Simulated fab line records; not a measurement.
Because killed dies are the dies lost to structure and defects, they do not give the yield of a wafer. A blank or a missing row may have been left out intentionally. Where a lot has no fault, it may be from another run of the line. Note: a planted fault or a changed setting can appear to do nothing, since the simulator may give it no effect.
fab line records	flow rit_cmos
record lots=5	wafers=27
route steps=202 shown M1@184
start_h: hours from the record's first day to the start of the lot's first wafer shown	wait_h: how many hours have passed since the lot's step before this one	" identical to the entry in the row above	L1.1+2: a row that stands for several wafers	- no value, or no start given	* or withheld: withheld	< > ~ a bound
route shown NAME@n: NAME is a module with steps in the file, n the number in the route of the first one	usual: mean and standard deviation over wafers with no fault	same: alike in all rows	chamber/n: place in a boat	sites: readings site by site	_std_site: their standard deviation	_edge_site: the outer-site mean with the inner-site mean subtracted	radius_mm: how far each site lies from the wafer's centre	mask NAME#n: copy n	behind: the most recent tool/chamber to have shaped the wafer	hold: why the lot was held/for how many hours/how that ended	device: the n, p or np transistor that did not switch	end of line: the route-end tests of the same wafers	where a step has no rows: the recipe by itself	killed: dies that structure and defects cost at the first sort, which is not the same as the wafer's yield	map: dies across one wafer; x = killed, . = not, _ = none there
set.NAME: the setting as run; set.NAME@STEP: as run at that earlier step	model.NAME: the simulator's own value behind a step, which no gauge read
lots where settings were altered on purpose, with a table for each step and a row for each wafer
## steps
# step RIT_M1_SPUTTER_00
# recipe material=Al	target_thk_nm=400	power_w=2000	chamber_pressure_pa=0.4	gas=Ar	time_s=500	substrate_temp_c=25
lot.wafer	tool	chamber	start_h	wait_h	set.time_s	model.Al_of_M1_SPUTTER_00.thk_nm
L074.1	pvd_sputter-02	-	57.92	0.0	500	398.3
L074.2	"	-	"	"	398	317.2
L074.3	"	-	"	"	398	321.8
L074.4	"	-	"	"	500	401
L074.5	"	-	"	"	398	319.3
L074.6	"	-	"	"	500	398.6
L077.3	pvd_sputter-02	-	72.56	0.0	500	403.1
L077.4	"	-	"	"	500	403.6
L077.6	"	-	"	"	500	402.1
L078.1	pvd_sputter-01	-	75.90	0.0	500	392.1
L078.2	"	-	"	"	500	399.7
L078.3	"	-	"	"	500	392.6
L078.4	"	-	"	"	649.5	515.4
L078.5	"	-	"	"	649.5	511.2
L078.6	"	-	"	"	649.5	511.9
L082.1	pvd_sputter-01	-	103.40	0.0	500	401
L082.2	"	-	"	"	500	394.2
L082.3	"	-	"	"	500	402.8
L082.4	"	-	"	"	500	395.9
L082.5+6	"	-	"	"	500	398.7
L085.1	pvd_sputter-02	-	119.12	0.0	410.7	326.6
L085.2	"	-	"	"	410.7	330.2
L085.3	"	-	"	"	500	399.4
L085.4	"	-	"	"	410.7	329.3
L085.5	"	-	"	"	500	396
L085.6	"	-	"	"	500	398
# step RIT_M1_RS_MEAS_01
# recipe thk_meas_gauge=four-point-probe	reads=Al_of_M1_SPUTTER_00
# usual M1_AL_RS=0.0737/0.00076
lot.wafer	tool	chamber	start_h	wait_h	set.time_s@M1_SPUTTER_00	M1_AL_RS[ohm/sq]
L074.1	film_metro-03	-	58.22	0.1	500	0.0738
L074.2	"	-	"	"	398	0.0930
L074.3	"	-	"	"	398	0.0917
L074.4	"	-	"	"	500	0.0733
L074.5	"	-	"	"	398	0.0924
L074.6	"	-	"	"	500	0.0736
L077.3	film_metro-01	-	72.89	0.2	500	0.0728
L077.4	"	-	"	"	500	0.0728
L077.6	"	-	"	"	500	0.0731
L078.1	film_metro-01	-	76.19	0.1	500	0.0749
L078.2	"	-	"	"	500	0.0735
L078.3	"	-	"	"	500	0.0748
L078.4	"	-	"	"	649.5	0.0569
L078.5	"	-	"	"	649.5	0.0572
L078.6	"	-	"	"	649.5	0.0572
L082.1	film_metro-03	-	103.69	0.1	500	0.0731
L082.2	"	-	"	"	500	0.0746
L082.3	"	-	"	"	500	0.0730
L082.4	"	-	"	"	500	0.0741
L082.5	"	-	"	"	500	0.0736
L082.6	"	-	"	"	500	0.0736
L085.1	film_metro-03	-	119.42	0.1	410.7	0.0904
L085.2	"	-	"	"	410.7	0.0893
L085.3	"	-	"	"	500	0.0735
L085.4	"	-	"	"	410.7	0.0895
L085.5	"	-	"	"	500	0.0739
L085.6	"	-	"	"	500	0.0738
# step RIT_M1_THK_MEAS_02
# recipe thk_meas_gauge=xrf	reads=Al_of_M1_SPUTTER_00
# usual M1_AL_THK=398/4.4
lot.wafer	tool	chamber	start_h	wait_h	set.time_s@M1_SPUTTER_00	M1_AL_THK[nm]
L074.1	film_metro-03	-	58.34	0.1	500	397
L074.2	"	-	"	"	398	317
L074.3	"	-	"	"	398	319
L074.4	"	-	"	"	500	400
L074.5	"	-	"	"	398	318
L074.6	"	-	"	"	500	398
L077.3	film_metro-01	-	72.99	0.1	500	404
L077.4	"	-	"	"	500	405
L077.6	"	-	"	"	500	402
L078.1	film_metro-01	-	76.31	0.1	500	393
L078.2	"	-	"	"	500	399
L078.3	"	-	"	"	500	391
L078.4	"	-	"	"	649.5	519
L078.5	"	-	"	"	649.5	510
L078.6	"	-	"	"	649.5	510
L082.1	film_metro-03	-	103.81	0.1	500	401
L082.2	"	-	"	"	500	396
L082.3	"	-	"	"	500	402
L082.4	"	-	"	"	500	395
L082.5	"	-	"	"	500	401
L082.6	"	-	"	"	500	399
L085.1	film_metro-03	-	119.54	0.1	410.7	328
L085.2	"	-	"	"	410.7	329
L085.3	"	-	"	"	500	399
L085.4	"	-	"	"	410.7	329
L085.5	"	-	"	"	500	395
L085.6	"	-	"	"	500	400
# step RIT_M1_HMDS_03
# recipe prime_time_s=60	prime_temp_c=140
# step RIT_M1_COAT_04
# recipe resist=NOVOLAK	spin_rpm=2000	resist_thk_nm=1300
# step RIT_M1_HARDBAKE_11
# recipe resist=NOVOLAK	temp_c=140	time_s=120
# step RIT_M1_METAL_ETCH_12
# recipe stop_on=SiO2	chemistry=Cl2/BCl3	target=Al	time_s=165	over_etch_frac=0.5	pressure_mtorr=100	target_depth_a=6000	rf_w=250	Cl2_flow_sccm=60	bcl3_flow_sccm=50
# usual oes_product_au=0.778/0.016
lot.wafer	tool	chamber	start_h	wait_h	set.time_s@M1_SPUTTER_00	oes_product_au
L074.1	rie_metal-02	1	59.68	0.2	500	0.807
L074.2	"	0	"	"	398	0.684
L074.3	"	1	"	"	398	0.705
L074.4	"	0	"	"	500	0.782
L074.5	"	0	"	"	398	0.693
L074.6	"	1	"	"	500	0.803
L077.3	rie_metal-02	1	74.88	0.2	500	0.807
L077.4	"	0	"	"	500	0.787
L077.6	"	1	"	"	500	0.799
L078.1	rie_metal-03	1	77.79	0.2	500	0.761
L078.2	"	0	"	"	500	0.789
L078.3	"	0	"	"	500	0.784
L078.4	"	1	"	"	649.5	0.908
L078.5	"	1	"	"	649.5	0.899
L078.6	"	0	"	"	649.5	0.910
L082.1	rie_metal-01	0	105.28	0.2	500	0.768
L082.2	"	1	"	"	500	0.757
L082.3	"	1	"	"	500	0.763
L082.4	"	0	"	"	500	0.762
L082.5	"	0	"	"	500	0.764
L082.6	"	1	"	"	500	0.755
L085.1	rie_metal-01	1	121.01	0.2	410.7	0.681
L085.2	"	0	"	"	410.7	0.681
L085.3	"	0	"	"	500	0.763
L085.4	"	1	"	"	410.7	0.692
L085.5	"	0	"	"	500	0.763
L085.6	"	1	"	"	500	0.766
# step RIT_M1_STRIP_13
# recipe chemistry=nmp	resist=NOVOLAK	temp_c=80	time_s=600	dry=n2_spin
# step RIT_M1_STRIP_14
# recipe chemistry=O2	time_s=180	platen_temp_c=withheld	power_w=500	pressure_mtorr=4000	o2_flow_sccm=4000
# step RIT_M1_ANNEAL_15
# recipe temp_c=450	time_s=1800	ambient=forming_gas_H2N2
# step RIT_M1_PROBE_99
# usual killed_at_M0_to_M3=0.0/0.12	killed_at_contacts=0.1/0.38	killed_at_front_end=6.1/2.8	killed_dies=6.3/2.8	killed_open=3.2/2	killed_short=3.1/1.7
# same gross_dies=264	killed_at_M4_up=0	killed_at_back_side=0	killed_at_other=0
lot.wafer	tool	chamber	start_h	wait_h	set.develop_time_s@ACTIVE_DEVELOP_10	set.develop_time_s@GATE_DEVELOP_15	killed_at_M0_to_M3	killed_at_contacts	killed_at_front_end	killed_dies	killed_open	killed_short	model.etest.pmos_0p3.r_on_ohm_um	model.etest.pldd.width_nm	model.etest.pmos_0p15.r_on_ohm_um	model.etest.pplus_sal.width_nm	model.etest.nplus_sal.width_nm	model.etest.pmos_turned.r_on_ohm_um	model.etest.nmos_0p3.r_on_ohm_um
L074.1	prober-01	-	61.93	0.1	58.94	41.61	0	0	185	185	6	4	-	-	-	-	-	-	-
L074.2	prober-01	-	61.98	0.1	50	50	0	0	5	5	0	5	6172	3317	2701	3516	3514	3429	2040
L074.3	prober-01	-	62.03	0.2	58.94	50	0	0	5	5	3	2	6143	3279	2661	3502	3508	3350	2063
L074.4	prober-01	-	62.08	0.2	50	41.61	0	0	204	204	6	2	-	-	-	-	-	-	-
L074.5	prober-01	-	62.13	0.2	58.94	41.61	0	0	239	239	6	1	-	-	-	-	-	-	-
L074.6	prober-01	-	62.18	0.2	50	50	0	0	4	4	2	2	5994	3297	2652	3529	3520	3319	2032
L077.3	prober-02	-	77.20	0.2	50	50	0	0	8	8	5	3	6302	3141	2880	3443	3440	3586	2192
L077.4	prober-02	-	77.25	0.2	50	50	0	0	6	6	2	4	6378	3158	2906	3447	3432	3572	2198
L077.6	prober-02	-	77.35	0.2	50	50	0	0	8	8	5	3	6229	3156	2778	3431	3419	3448	2146
L078.1	prober-01	-	80.05	0.1	50	50	0	0	6	6	3	3	6317	3268	2752	3501	3491	3417	2138
L078.2	prober-01	-	80.10	0.1	22.8	41.06	0	0	258	258	2	1	6992	3315	3578	3610	3593	4312	2363
L078.3	prober-01	-	80.15	0.2	22.8	41.06	0	0	255	255	2	2	7274	3327	3676	3596	3596	4390	2392
L078.4	prober-01	-	80.20	0.2	50	50	0	0	4	4	0	4	6404	3270	2832	3498	3514	3553	2175
L078.5	prober-01	-	80.25	0.2	22.8	50	0	0	9	9	7	2	6150	3312	2749	3562	3575	3423	2108
L078.6	prober-01	-	80.30	0.2	50	41.06	0	1	251	252	3	4	7161	3245	3586	3496	3499	4234	2409
L082.1	prober-01	-	107.54	0.1	50	66.46	0	0	264	264	8	5	5228	3270	1767	3515	3506	2501	1824
L082.2	prober-01	-	107.59	0.1	50	50	0	0	8	8	4	4	6424	3261	2905	3531	3528	3689	2164
L082.3	prober-01	-	107.64	0.2	50	50	1	0	8	9	5	4	6358	3272	2843	3524	3514	3599	2142
L082.4	prober-01	-	107.69	0.2	50	66.46	0	0	264	264	2	0	5254	3271	1711	3524	3528	2408	1813
L082.5	prober-01	-	107.74	0.2	50	50	0	0	7	7	2	5	6338	3264	2795	3513	3507	3534	2118
L082.6	prober-01	-	107.79	0.2	50	66.46	0	0	264	264	4	3	5246	3281	1732	3504	3508	2457	1815
L085.1	prober-02	-	123.26	0.1	50	50	0	1	2	3	2	1	6376	3145	2791	3420	3440	3482	2180
L085.2	prober-02	-	123.31	0.1	50	50	0	1	7	8	3	5	6307	3128	2737	3429	3431	3421	2199
L085.3	prober-02	-	123.36	0.2	50	50	0	0	8	8	5	3	6174	3127	2697	3425	3432	3342	2166
L085.4	prober-02	-	123.41	0.2	50	50	0	0	5	5	3	2	6202	3131	2651	3413	3429	3341	2154
L085.5	prober-02	-	123.46	0.2	50	50	0	0	6	6	2	4	6308	3151	2807	3421	3416	3522	2181
L085.6	prober-02	-	123.51	0.2	50	50	0	0	7	7	4	3	6377	3141	2802	3435	3418	3509	2176
# killed by level:class
L074.1 GATE:area_develop=175 FOX1:geometric_particle:short=2 FOX2:geometric_particle:open=2 GATE:geometric_particle:open=2 GATE:geometric_particle:short=2 REOX:geometric_particle:open=1 SILICIDE:geometric_particle:open=1
L074.2 GATE:geometric_particle:short=2 REOX:geometric_particle:short=2 FOX1:geometric_particle:short=1
L074.3 FOX1:geometric_particle:open=2 REOX:geometric_particle:short=1 SPACER:geometric_particle:short=1 SILICIDE:geometric_particle:open=1
L074.4 GATE:area_develop=196 FOX1:geometric_particle:open=2 GATE:geometric_particle:open=2 SILICIDE:geometric_particle:open=2 GATE:geometric_particle:short=1 REOX:geometric_particle:short=1
L074.5 GATE:area_develop=232 SPACER:geometric_particle:open=3 GATE:geometric_particle:open=2 GATE:geometric_particle:short=1 REOX:geometric_particle:open=1
L074.6 FOX1:geometric_particle:open=1 GATE:geometric_particle:open=1 GATE:geometric_particle:short=1 SILICIDE:geometric_particle:short=1
L077.3 GATE:geometric_particle:open=2 GATE:geometric_particle:short=1 REOX:geometric_particle:open=1 REOX:geometric_particle:short=1 SPACER:geometric_particle:short=1 SPACER:geometric_particle:open=1 SILICIDE:geometric_particle:open=1
L077.4 SPACER:geometric_particle:short=3 GATE:geometric_particle:short=1 GATE:geometric_particle:open=1 SILICIDE:geometric_particle:open=1
L077.6 FOX1:geometric_particle:short=2 GATE:geometric_particle:open=2 SPACER:geometric_particle:open=2 FOX2:geometric_particle:open=1 FOX2:geometric_particle:short=1
L078.1 GATE:geometric_particle:short=2 GATE:geometric_particle:open=2 FOX1:geometric_particle:open=1 FOX2:geometric_particle:short=1
L078.2 GATE:area_develop=255 GATE:geometric_particle:short=1 REOX:geometric_particle:open=1 SILICIDE:geometric_particle:open=1
L078.3 GATE:area_develop=251 GATE:geometric_particle:open=2 FOX1:geometric_particle:short=1 SPACER:geometric_particle:short=1
L078.4 FOX1:geometric_particle:short=1 FOX2:geometric_particle:short=1 GATE:geometric_particle:short=1 SPACER:geometric_particle:short=1
L078.5 FOX2:geometric_particle:open=2 GATE:geometric_particle:open=2 FOX1:geometric_particle:open=1 SPACER:geometric_particle:open=1 FOX2:geometric_particle:short=1 GATE:geometric_particle:short=1 SILICIDE:geometric_particle:open=1
L078.6 GATE:area_develop=245 FOX2:geometric_particle:short=1 FOX2:geometric_particle:open=1 GATE:geometric_particle:open=1 SPACER:geometric_particle:open=1 SPACER:geometric_particle:short=1 SILICIDE:geometric_particle:short=1 CONTACT:geometric_particle:short=1
L082.1 GATE:area_develop=251 GATE:geometric_particle:open=3 SILICIDE:geometric_particle:open=3 FOX1:geometric_particle:short=2 GATE:geometric_particle:short=2 ACTIVE:geometric_particle:open=1 FOX1:geometric_particle:open=1 SILICIDE:geometric_particle:short=1
L082.2 GATE:geometric_particle:short=2 SILICIDE:geometric_particle:open=2 FOX2:geometric_particle:short=1 GATE:geometric_particle:open=1 SPACER:geometric_particle:short=1 SPACER:geometric_particle:open=1
L082.3 FOX1:geometric_particle:open=2 FOX1:geometric_particle:short=1 FOX2:geometric_particle:short=1 FOX2:geometric_particle:open=1 GATE:geometric_particle:short=1 SPACER:geometric_particle:open=1 SPACER:geometric_particle:short=1 M1:geometric_particle:open=1
L082.4 GATE:area_develop=262 GATE:geometric_particle:open=2
L082.5 FOX1:geometric_particle:short=2 GATE:geometric_particle:open=2 GATE:geometric_particle:short=2 REOX:geometric_particle:short=1
L082.6 GATE:area_develop=257 FOX2:geometric_particle:open=2 FOX1:geometric_particle:short=1 FOX2:geometric_particle:short=1 GATE:geometric_particle:open=1 GATE:geometric_particle:short=1 REOX:geometric_particle:open=1
L085.1 GATE:geometric_particle:short=1 GATE:geometric_particle:open=1 CONTACT:geometric_particle:open=1
L085.2 GATE:geometric_particle:short=3 FOX2:geometric_particle:open=1 GATE:geometric_particle:open=1 REOX:geometric_particle:short=1 SPACER:geometric_particle:short=1 CONTACT:geometric_particle:open=1
L085.3 GATE:geometric_particle:open=5 GATE:geometric_particle:short=2 FOX1:geometric_particle:short=1
L085.4 GATE:geometric_particle:open=2 FOX2:geometric_particle:short=1 GATE:geometric_particle:short=1 REOX:geometric_particle:open=1
L085.5 GATE:geometric_particle:short=2 FOX2:geometric_particle:short=1 GATE:geometric_particle:open=1 SPACER:geometric_particle:open=1 SILICIDE:geometric_particle:short=1
L085.6 GATE:geometric_particle:open=2 GATE:geometric_particle:short=2 REOX:geometric_particle:short=1 SPACER:geometric_particle:open=1 SILICIDE:geometric_particle:open=1
## key
split step=RIT_M1_SPUTTER_00	setting=time_s	stated=500	by=wafer
response step=RIT_M1_SPUTTER_00	reading=model.Al_of_M1_SPUTTER_00.thk_nm	change=+3.92	per=1%	r=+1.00
response step=RIT_M1_RS_MEAS_01	reading=M1_AL_RS	change=-0.000729	per=1%	r=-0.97
response step=RIT_M1_THK_MEAS_02	reading=M1_AL_THK	change=+3.93	per=1%	r=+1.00
response step=RIT_M1_METAL_ETCH_12	reading=oes_product_au	change=+0.0045	per=1%	r=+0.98
split outside_this_file step=RIT_ACTIVE_DEVELOP_10 setting=develop_time_s
split outside_this_file step=RIT_GATE_DEVELOP_15 setting=develop_time_s
# split outside_this_file: this setting was split too, and the file shows its column; the key of that split is in another file
